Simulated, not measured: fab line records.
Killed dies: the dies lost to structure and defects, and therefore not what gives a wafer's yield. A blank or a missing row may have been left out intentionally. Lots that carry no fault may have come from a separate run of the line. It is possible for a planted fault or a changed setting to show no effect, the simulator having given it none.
A single fault, viewed from 2 desks -- flow berkeleyCmos170 -- what lay behind the numbers comes last; until then each desk has only its own

TOOL OWNER'S DESK, furnace-03
At UCB170_WELLDRIVE_ANNEAL_03 (time 900 s), the tool's own readings, given per lot that ran on this tool as the mean of the sampled wafers with a number. Any lot whose mean is over 4 standard deviations away from the usual mean is out of limits and marked OUT; that distance is given in the brackets.
Columns: A = spikeTcCentreC at UCB170_WELLDRIVE_ANNEAL_03, usual 1102.6 C; B = spikeTcLoadC at UCB170_WELLDRIVE_ANNEAL_03, usual 1125.4 C; C = spikeTcSourceC at UCB170_WELLDRIVE_ANNEAL_03, usual 1127 C; D = tubeCenterTempC at UCB170_WELLDRIVE_ANNEAL_03, usual 1100 C; E = tube_center_temp_C_max at UCB170_WELLDRIVE_ANNEAL_03, usual 1102.8; F = zonePowerLoadPct at UCB170_WELLDRIVE_ANNEAL_03, usual 41 %
lot,first seen here,A,B,C,D,E,F
L546,day 4 01:28,1103.2,1127.2,1129,1100,1102.5,44
L553,day 6 02:09,1146.6 (+37) OUT,1170.4 (+19) OUT,1174 (+13) OUT,1145 (+99 or more) OUT,1148.0 (+92) OUT,49
L554,day 6 02:09,1148.2 (+38) OUT,1170.8 (+19) OUT,1175 (+13) OUT,1145 (+99 or more) OUT,1147.4 (+91) OUT,49
L555,day 6 02:09,1146.6 (+37) OUT,1170.3 (+19) OUT,1174 (+13) OUT,1145 (+99 or more) OUT,1147.4 (+91) OUT,49
This desk finds L553, L554, L555 out of limits, L553 being first, at day 6 02:09 (spikeTcCentreC at UCB170_WELLDRIVE_ANNEAL_03). L546: within limits.

THE METROLOGY DESK
What the gauges read, lot by lot, whatever tool the lot ran on: means of the sampled wafers that have a number. Any lot whose mean is over 4 standard deviations away from the usual mean is out of limits and marked OUT; that distance is given in the brackets.
Columns: A = PWELL_OVL at UCB170_PWELL_OVL_MEAS_13, usual -1 nm; B = PWELL_TW at UCB170_PWELL_TW_MEAS_17, usual 380.1; C = WELLDRIVE_OXIDE_THK at UCB170_WELLDRIVE_THK_MEAS_02, usual 199 nm
lot,first seen here,A,B,C
L546,day 3 12:47,5,375.4,204
L555,day 5 09:53,-4,382.0,202
L553,day 5 10:07,-3,381.2,197
L554,day 5 10:22,8,376.2,204
L560,day 6 15:07,-1,377.7,196
L565,day 7 18:04,5,380.1,202
L566,day 8 02:01,-8,378.7,197
Finding of this desk: none of the 7 lots has anything out of limits.

ALL TOGETHER
At day 6 02:09, on L553, L554, L555, the tool owner's desk was in a position to raise an alarm.
Nothing out of limits was seen by the metrology desk.
The metrology desk has L553, L554, L555 on record, within its limits.
Every lot named ran UCB170_WELLDRIVE_ANNEAL_03 on furnace-03.

WHAT THE SIMULATOR HAD INSERTED
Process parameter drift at UCB170_WELLDRIVE_ANNEAL_03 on furnace-03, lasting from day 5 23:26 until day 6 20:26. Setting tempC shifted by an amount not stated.
Shown lots that were struck: L553, L554, L555.
Each desk's first reading out of limits, in hours after the fault started: the tool owner's desk, 3.
